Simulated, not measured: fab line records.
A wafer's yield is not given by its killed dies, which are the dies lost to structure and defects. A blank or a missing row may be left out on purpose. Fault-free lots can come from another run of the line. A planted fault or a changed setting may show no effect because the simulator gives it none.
fab line records | flow rit-cmos
record lots=13 | wafers=39 | last-day=7
route steps=202 shown PRETRO@73 GATE@96 SDANNEAL@156 PSD@157 CONTACT@180 M1@202
lots with no fault: from the same line, run without faults
start-h: hours from the record's first day to the start of the lot's first wafer shown | wait-h: hours from the lot's prior step to this one | " unchanged from the row above | L1.1+2: a single row standing in for several wafers | - no value, or no start was given | * or withheld: withheld | < > ~ a bound
route shown NAME@n: names a module that has steps shown in the file, with the first one's number in the route | usual: the fault-free wafers' mean and standard deviation | same: alike in all rows | chamber/n: place in a boat | sites: each site's reading | _std_site: standard deviation across them | _edge_site: mean of outer sites minus mean of inner sites | radius-mm: for every site, how far away it sits from the centre of the wafer | mask NAME#n: copy n | behind: the most recent tool/chamber to have shaped the wafer | hold: what put the lot on hold/how long, in hours/how the hold closed | device: transistor that didn't switch, given as n, p or np | end of line: at the end of the route, the tests of the same wafers | a step given without rows: its recipe and nothing more | killed: not the wafer's yield, but the dies lost to structure and defects at the first sort | map: a wafer's dies, marking killed ones x, the rest . and places with no die _
set.NAME: the setting that was run; set.NAME@STEP: the one run at that earlier step | model.NAME: the simulator's own value behind a step, which no gauge read
route steps across a sampled set of lots; one table per step, one row per wafer
services: a tool's chamber out of use, with start hour (start-h, from the record's first day; less than 0 if before it), hours out, and reason
## steps
# step RIT_PRETRO_STRIP_09
# recipe chemistry=O2 | time-s=180 | resist=NOVOLAK | platen-temp-c=withheld | power-w=500 | pressure-mtorr=4000 | o2-flow-sccm=4000
# usual drypump-motor-current-A=5.4/0.45
lot.wafer | tool            | chamber | start-h | wait-h | drypump-motor-current-A | rf-hours-counter-h
L355.1    | plasma-asher-04 | 0       | 35.95   | 0.1    | 6.2                     | 41
L355.4    | "               | 1       | "       | "      | 4.7                     | -
L355.6    | "               | 1       | "       | "      | 4.7                     | -
L356.2    | plasma-asher-01 | 0       | 40.46   | 0.1    | 5.4                     | 41
L356.3    | "               | 1       | "       | "      | 5.1                     | -
L356.4    | "               | 0       | "       | "      | 5.4                     | -
L357.1    | plasma-asher-02 | 0       | 42.42   | 0.1    | 5.8                     | 21
L357.2    | "               | 1       | "       | "      | 5.5                     | 21
L357.5    | "               | 0       | "       | "      | 5.9                     | -
L358.2    | plasma-asher-02 | 1       | 46.52   | 0.1    | 5.5                     | 21
L358.5    | "               | 1       | "       | "      | 5.5                     | -
L358.6    | "               | 0       | "       | "      | 5.9                     | -
L359.2    | plasma-asher-04 | 0       | 52.58   | 0.1    | 6.2                     | 43
L359.3    | "               | 0       | "       | "      | 6.2                     | -
L359.4    | "               | 1       | "       | "      | 4.7                     | -
L360.3    | plasma-asher-01 | 0       | 57.58   | 0.1    | 5.4                     | -
L360.4    | "               | 1       | "       | "      | 5.0                     | -
L360.6    | "               | 1       | "       | "      | 5.0                     | -
L362.1    | plasma-asher-02 | 1       | 65.95   | 0.1    | 5.5                     | 23
L362.2    | "               | 0       | "       | "      | 5.9                     | 23
L362.4    | "               | 1       | "       | "      | 5.5                     | -
L366.2    | plasma-asher-02 | 0       | 85.98   | 0.1    | 5.8                     | 26
L366.4    | "               | 1       | "       | "      | 5.5                     | -
L366.5    | "               | 0       | "       | "      | 5.9                     | -
L368.2    | plasma-asher-02 | 0       | 96.31   | 0.1    | 5.8                     | 27
L368.3    | "               | 1       | "       | "      | 5.5                     | -
L368.4    | "               | 0       | "       | "      | 5.9                     | -
L371.1    | plasma-asher-04 | 0       | 111.86  | 0.1    | 6.2                     | 49
L371.3    | "               | 0       | "       | "      | 6.2                     | -
L371.6    | "               | 0       | "       | "      | 6.2                     | -
L374.2    | plasma-asher-04 | 1       | 127.68  | 0.1    | 4.7                     | 51
L374.3    | "               | 1       | "       | "      | 4.7                     | -
L374.5    | "               | 1       | "       | "      | 4.7                     | -
L376.2    | plasma-asher-01 | 1       | 136.18  | 0.1    | 5.0                     | 2
L376.4    | "               | 1       | "       | "      | 5.0                     | -
L376.5    | "               | 1       | "       | "      | 5.0                     | -
L378.2    | plasma-asher-02 | 0       | 145.76  | 0.1    | 5.9                     | 32
L378.5    | "               | 1       | "       | "      | 5.5                     | -
L378.6    | "               | 0       | "       | "      | 5.9                     | -
# step RIT_GATE_STRIP_20
# recipe chemistry=O2 | time-s=180 | resist=NOVOLAK | platen-temp-c=withheld | power-w=500 | pressure-mtorr=4000 | o2-flow-sccm=4000
# usual drypump-motor-current-A=5.6/0.66
lot.wafer | tool            | chamber | start-h | wait-h | drypump-motor-current-A | rf-hours-counter-h
L355.1    | plasma-asher-04 | 0       | 42.98   | 0.1    | 6.2                     | 42
L355.4    | "               | 0       | "       | "      | 6.2                     | -
L355.6    | "               | 0       | "       | "      | 6.2                     | -
L356.2    | plasma-asher-03 | 1       | 45.62   | 0.1    | 6.6                     | 41
L356.3    | "               | 0       | "       | "      | 5.6                     | -
L356.4    | "               | 1       | "       | "      | 6.6                     | -
L357.1    | plasma-asher-01 | 0       | 47.46   | 0.1    | 5.4                     | 42
L357.2    | "               | 1       | "       | "      | 5.0                     | 42
L357.5    | "               | 1       | "       | "      | 5.0                     | -
L358.2    | plasma-asher-03 | 1       | 53.12   | 0.1    | 6.6                     | 41
L358.5    | "               | 0       | "       | "      | 5.5                     | -
L358.6    | "               | 1       | "       | "      | 6.6                     | -
L359.2    | plasma-asher-01 | 0       | 58.19   | 0.1    | 5.4                     | 43
L359.3    | "               | 1       | "       | "      | 5.0                     | -
L359.4    | "               | 0       | "       | "      | 5.4                     | -
L360.3    | plasma-asher-04 | 1       | 64.44   | 0.1    | 4.7                     | -
L360.4    | "               | 0       | "       | "      | 6.2                     | -
L360.6    | "               | 1       | "       | "      | 4.7                     | -
L362.1    | plasma-asher-01 | 0       | 71.50   | 0.1    | 5.4                     | 45
L362.2    | "               | 1       | "       | "      | 5.1                     | 45
L362.4    | "               | 1       | "       | "      | 5.1                     | -
L366.2    | plasma-asher-04 | 0       | 91.66   | 0.1    | 6.2                     | 47
L366.4    | "               | 0       | "       | "      | 6.2                     | -
L366.5    | "               | 0       | "       | "      | 6.2                     | -
L368.2    | plasma-asher-01 | 1       | 101.65  | 0.1    | 5.1                     | 48
L368.3    | "               | 0       | "       | "      | 5.4                     | -
L368.4    | "               | 1       | "       | "      | 5.0                     | -
L371.1    | plasma-asher-04 | 0       | 116.93  | 0.1    | 6.2                     | 50
L371.3    | "               | 0       | "       | "      | 6.2                     | -
L371.6    | "               | 1       | "       | "      | 4.7                     | -
L374.2    | plasma-asher-01 | 1       | 133.26  | 0.1    | 5.1                     | 2
L374.3    | "               | 1       | "       | "      | 5.0                     | -
L374.5    | "               | 1       | "       | "      | 5.0                     | -
L376.2    | plasma-asher-03 | 0       | 141.50  | 0.1    | 5.6                     | 51
L376.4    | "               | 1       | "       | "      | 6.5                     | -
L376.5    | "               | 0       | "       | "      | 5.5                     | -
L378.2    | plasma-asher-03 | 0       | 151.78  | 0.1    | 5.6                     | 52
L378.5    | "               | 0       | "       | "      | 5.6                     | -
L378.6    | "               | 1       | "       | "      | 6.5                     | -
# step RIT_SDANNEAL_RTA_03
# recipe temp-c=1050 | time-s=5 | idle-temp-c=600 | ramp-up-c-per-s=342 | ramp-down-c-per-s=171 | cool-to-c=600 | ambient=N2
# usual wafer_temp_C_max=1053.6/1.2
lot.wafer | tool          | chamber | start-h | wait-h | wafer_temp_C_max
L355.1    | rtp-anneal-02 | 0       | 54.98   | 0.0    | 1053.8
L355.4    | "             | 0       | "       | "      | 1053.5
L355.6    | "             | 0       | "       | "      | 1052.7
L356.2    | rtp-anneal-01 | 0       | 59.04   | 0.0    | 1056.9
L356.3    | "             | 0       | "       | "      | 1054.5
L356.4    | "             | 0       | "       | "      | 1053.6
L357.1    | rtp-anneal-02 | 0       | 60.37   | 0.0    | 1054.1
L357.2    | "             | 0       | "       | "      | 1053.1
L357.5    | "             | 0       | "       | "      | 1053.9
L358.2    | rtp-anneal-01 | 0       | 66.62   | 0.0    | 1053.2
L358.5    | "             | 0       | "       | "      | 1052.1
L358.6    | "             | 0       | "       | "      | 1052.7
L359.2    | rtp-anneal-02 | 0       | 70.25   | 0.0    | 1053.3
L359.3    | "             | 0       | "       | "      | 1052.5
L359.4    | "             | 0       | "       | "      | 1054.7
L360.3    | rtp-anneal-01 | 0       | 76.53   | 0.0    | 1055.2
L360.4    | "             | 0       | "       | "      | 1053.0
L360.6    | "             | 0       | "       | "      | 1052.1
L362.1    | rtp-anneal-01 | 0       | 84.16   | 0.0    | 1052.9
L362.2    | "             | 0       | "       | "      | 1053.2
L362.4    | "             | 0       | "       | "      | 1054.2
L366.2    | rtp-anneal-01 | 0       | 104.23  | 0.0    | 1013.9
L366.4    | "             | 0       | "       | "      | 1013.7
L366.5    | "             | 0       | "       | "      | 1012.9
L368.2    | rtp-anneal-01 | 0       | 114.87  | 0.0    | 1012.2
L368.3    | "             | 0       | "       | "      | 1012.8
L368.4    | "             | 0       | "       | "      | 1013.1
L371.1    | rtp-anneal-02 | 0       | 129.13  | 0.0    | 1054.2
L371.3    | "             | 0       | "       | "      | 1053.5
L371.6    | "             | 0       | "       | "      | 1053.0
L374.2    | rtp-anneal-02 | 0       | 145.97  | 0.0    | 1054.9
L374.3    | "             | 0       | "       | "      | 1053.1
L374.5    | "             | 0       | "       | "      | 1055.3
L376.2    | rtp-anneal-02 | 0       | 153.85  | 0.0    | 1052.2
L376.4    | "             | 0       | "       | "      | 1054.0
L376.5    | "             | 0       | "       | "      | 1052.3
L378.2    | rtp-anneal-02 | 0       | 163.83  | 0.0    | 1053.6
L378.5    | "             | 0       | "       | "      | 1055.7
L378.6    | "             | 0       | "       | "      | 1054.5
# step RIT_SDANNEAL_RS_MEAS_04
# recipe thk-meas-gauge=four-point-probe
# usual PSD_RS=115.96/0.28
lot.wafer | tool          | chamber | start-h | wait-h | hold                     | PSD_RS[ohm/sq]
L355.1    | film-metro-03 | -       | 55.04   | 0.0    | -                        | 115.61
L355.4    | "             | -       | "       | "      | -                        | 115.66
L355.6    | "             | -       | "       | "      | -                        | 115.62
L356.2    | film-metro-03 | -       | 59.10   | 0.1    | -                        | 115.73
L356.3    | "             | -       | "       | "      | -                        | 115.60
L356.4    | "             | -       | "       | "      | -                        | 116.25
L357.1    | film-metro-04 | -       | 60.43   | 0.0    | -                        | 115.83
L357.2    | "             | -       | "       | "      | -                        | 116.10
L357.5    | "             | -       | "       | "      | -                        | 115.72
L358.2    | film-metro-03 | -       | 66.68   | 0.1    | -                        | 116.06
L358.5    | "             | -       | "       | "      | -                        | 116.05
L358.6    | "             | -       | "       | "      | -                        | 115.78
L359.2    | film-metro-04 | -       | 70.32   | 0.1    | -                        | 116.06
L359.3    | "             | -       | "       | "      | -                        | 116.34
L359.4    | "             | -       | "       | "      | -                        | 115.78
L360.3    | film-metro-01 | -       | 76.61   | 0.1    | -                        | 115.96
L360.4    | "             | -       | "       | "      | -                        | 116.14
L360.6    | "             | -       | "       | "      | -                        | 116.04
L362.1    | film-metro-01 | -       | 84.22   | 0.0    | -                        | 116.51
L362.2    | "             | -       | "       | "      | -                        | 116.43
L362.4    | "             | -       | "       | "      | -                        | 116.58
L366.2    | film-metro-03 | -       | 104.30  | 0.1    | await-dispo/0.2h/release | 145.04
L366.4    | "             | -       | "       | "      | await-dispo/0.2h/release | 144.85
L366.5    | "             | -       | "       | "      | await-dispo/0.2h/release | 144.89
L366.2    | film-metro-03 | -       | 104.66  | 0.3    | -                        | 144.75
L366.4    | "             | -       | "       | "      | -                        | 144.84
L366.5    | "             | -       | "       | "      | -                        | 145.06
L368.2    | film-metro-04 | -       | 114.94  | 0.1    | await-dispo/0.2h/release | 144.39
L368.3    | "             | -       | "       | "      | await-dispo/0.2h/release | 144.42
L368.4    | "             | -       | "       | "      | await-dispo/0.2h/release | 144.09
L368.2    | film-metro-04 | -       | 115.30  | 0.3    | -                        | 144.01
L368.3    | "             | -       | "       | "      | -                        | 144.34
L368.4    | "             | -       | "       | "      | -                        | 144.68
L371.1    | film-metro-04 | -       | 129.18  | 0.0    | -                        | 115.40
L371.3    | "             | -       | "       | "      | -                        | 115.88
L371.6    | "             | -       | "       | "      | -                        | 115.67
L374.2    | film-metro-01 | -       | 146.04  | 0.1    | -                        | 115.91
L374.3    | "             | -       | "       | "      | -                        | 115.74
L374.5    | "             | -       | "       | "      | -                        | 115.93
L376.2    | film-metro-01 | -       | 153.92  | 0.1    | -                        | 115.78
L376.4    | "             | -       | "       | "      | -                        | 116.13
L376.5    | "             | -       | "       | "      | -                        | 116.17
L378.2    | film-metro-03 | -       | 163.90  | 0.1    | -                        | 116.29
L378.5    | "             | -       | "       | "      | -                        | 116.37
L378.6    | "             | -       | "       | "      | -                        | 115.94
# step RIT_CONTACT_STRIP_12
# recipe chemistry=O2 | time-s=180 | resist=NOVOLAK | platen-temp-c=withheld | power-w=500 | pressure-mtorr=4000 | o2-flow-sccm=4000
# usual drypump-motor-current-A=5.8/0.5
lot.wafer | tool            | chamber | start-h | wait-h | drypump-motor-current-A | rf-hours-counter-h
L355.1    | plasma-asher-03 | 1       | 57.71   | 0.1    | 6.6                     | 42
L355.4    | "               | 0       | "       | "      | 5.6                     | -
L355.6    | "               | 1       | "       | "      | 6.6                     | -
L356.2    | plasma-asher-02 | 1       | 61.78   | 0.1    | 5.5                     | 23
L356.3    | "               | 0       | "       | "      | 5.8                     | -
L356.4    | "               | 1       | "       | "      | 5.5                     | -
L357.1    | plasma-asher-04 | 1       | 63.16   | 0.1    | 4.7                     | 44
L357.2    | "               | 0       | "       | "      | 6.2                     | 44
L357.5    | "               | 0       | "       | "      | 6.2                     | -
L358.2    | plasma-asher-02 | 1       | 69.24   | 0.1    | 5.5                     | 24
L358.5    | "               | 1       | "       | "      | 5.5                     | -
L358.6    | "               | 0       | "       | "      | 5.9                     | -
L359.2    | plasma-asher-04 | 1       | 72.89   | 0.1    | 4.7                     | 45
L359.3    | "               | 1       | "       | "      | 4.7                     | -
L359.4    | "               | 0       | "       | "      | 6.2                     | -
L360.3    | plasma-asher-02 | 0       | 79.33   | 0.2    | 5.8                     | -
L360.4    | "               | 1       | "       | "      | 5.5                     | -
L360.6    | "               | 1       | "       | "      | 5.5                     | -
L362.1    | plasma-asher-04 | 1       | 86.92   | 0.1    | 4.7                     | 46
L362.2    | "               | 0       | "       | "      | 6.2                     | 46
L362.4    | "               | 0       | "       | "      | 6.2                     | -
L371.1    | plasma-asher-02 | 1       | 131.98  | 0.1    | 5.5                     | 31
L371.3    | "               | 1       | "       | "      | 5.5                     | -
L371.6    | "               | 1       | "       | "      | 5.5                     | -
L374.2    | plasma-asher-03 | 1       | 148.73  | 0.1    | 6.6                     | 52
L374.3    | "               | 0       | "       | "      | 5.5                     | -
L374.5    | "               | 0       | "       | "      | 5.5                     | -
L376.2    | plasma-asher-02 | 0       | 156.69  | 0.1    | 5.8                     | 33
L376.4    | "               | 0       | "       | "      | 5.8                     | -
L376.5    | "               | 0       | "       | "      | 5.8                     | -
L378.2    | plasma-asher-03 | 0       | 166.45  | 0.1    | 5.6                     | 54
L378.5    | "               | 0       | "       | "      | 5.5                     | -
L378.6    | "               | 1       | "       | "      | 6.5                     | -
# step RIT_M1_PROBE_99
# usual defect-limited-yield=97.6/1.1 | killed-at-contacts=0.1/0.27 | killed-at-front-end=6.1/2.9 | killed-dies=6.2/2.9 | killed-open=3.2/1.9 | killed-short=3/1.9 | sort_bin_3_pad_short=0.1/0.2 | sort_bin_5_function=1.3/0.77 | sort_bin_6_memory=0.9/0.64 | sort-n-pass=257.8/2.9 | sort-yield-pct=97.6/1.1
# same gross-dies=264 | killed_at_M0_to_M3=0 | killed_at_M4_up=0 | killed-at-back-side=0 | killed-at-other=0
lot.wafer | tool      | chamber | start-h | wait-h | defect-limited-yield[%] | killed-at-contacts | killed-at-front-end | killed-dies | killed-open | killed-short | sort_bin_3_pad_short[%] | sort_bin_5_function[%] | sort_bin_6_memory[%] | sort-n-pass | sort-yield-pct[%]
L371.1    | prober-02 | -       | 136.86  | 0.1    | 97.0                    | 1                  | 7                   | 8           | 5           | 3            | 0                       | 0.8                    | 2.3                  | 256.0       | 97.0
L371.3    | prober-02 | -       | 136.96  | 0.2    | 96.6                    | 0                  | 9                   | 9           | 3           | 6            | 0.8                     | 1.5                    | 1.1                  | 255.0       | 96.6
L371.6    | prober-02 | -       | 137.11  | 0.2    | 98.9                    | 0                  | 3                   | 3           | 0           | 3            | 0                       | 0.4                    | 0.8                  | 261.0       | 98.9
# killed by level:class
L371.1 FOX1:geometric-particle:open=1 FOX1:geometric-particle:short=1 FOX2:geometric-particle:open=1 GATE:geometric-particle:short=1 GATE:geometric-particle:open=1 REOX:geometric-particle:open=1 SPACER:geometric-particle:open=1 CONTACT:geometric-particle:short=1
L371.3 FOX1:geometric-particle:short=3 FOX1:geometric-particle:open=1 GATE:geometric-particle:short=1 GATE:geometric-particle:open=1 REOX:geometric-particle:short=1 REOX:geometric-particle:open=1 SILICIDE:geometric-particle:short=1
L371.6 SPACER:geometric-particle:short=2 REOX:geometric-particle:short=1
## services
tool            | chamber | start-h | hours | kind
plasma-asher-02 | -       | 105.11  | 0.7   | repair
plasma-asher-01 | -       | 108.85  | 9.0   | pm
plasma-asher-01 | 0       | 108.85  | 9.0   | vent-cycle
plasma-asher-01 | 1       | 108.85  | 9.0   | vent-cycle
plasma-asher-01 | 0       | 117.85  | -     | clean
plasma-asher-01 | 1       | 117.85  | -     | clean
rtp-anneal-01   | -       | 127.12  | 3.8   | pm
plasma-asher-04 | -       | 151.20  | 3.0   | repair
## key
first-sign step=RIT_SDANNEAL_RTA_03 | reading=wafer_temp_C_max | direction=down | sigmas=33 | usual=* | struck=*
effect step=RIT_SDANNEAL_RS_MEAS_04 | reading=visit | direction=added
effect step=RIT_SDANNEAL_RS_MEAS_04 | reading=PSD_RS | direction=up | sigmas=99+ | usual=115.96 | struck=144.61
met-at RIT_SDANNEAL_RTA_03
struck-lots L366,L368
scrapped-behind RIT_SDANNEAL_RS_MEAS_04 L366.2,L366.4,L366.5,L368.2,L368.3,L368.4
not-acting-at RIT_PRETRO_STRIP_09,RIT_GATE_STRIP_20,RIT_CONTACT_STRIP_12
onset-between 84.16 104.23
fault kind=process-parameter-drift | tool=rtp-anneal-01 | chamber=- | onset-h=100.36 | steps=RIT_SDANNEAL_RTA_03 | channel=temp-c | offset=* | shape=step | end-h=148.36 | acts-in=* | stated=*
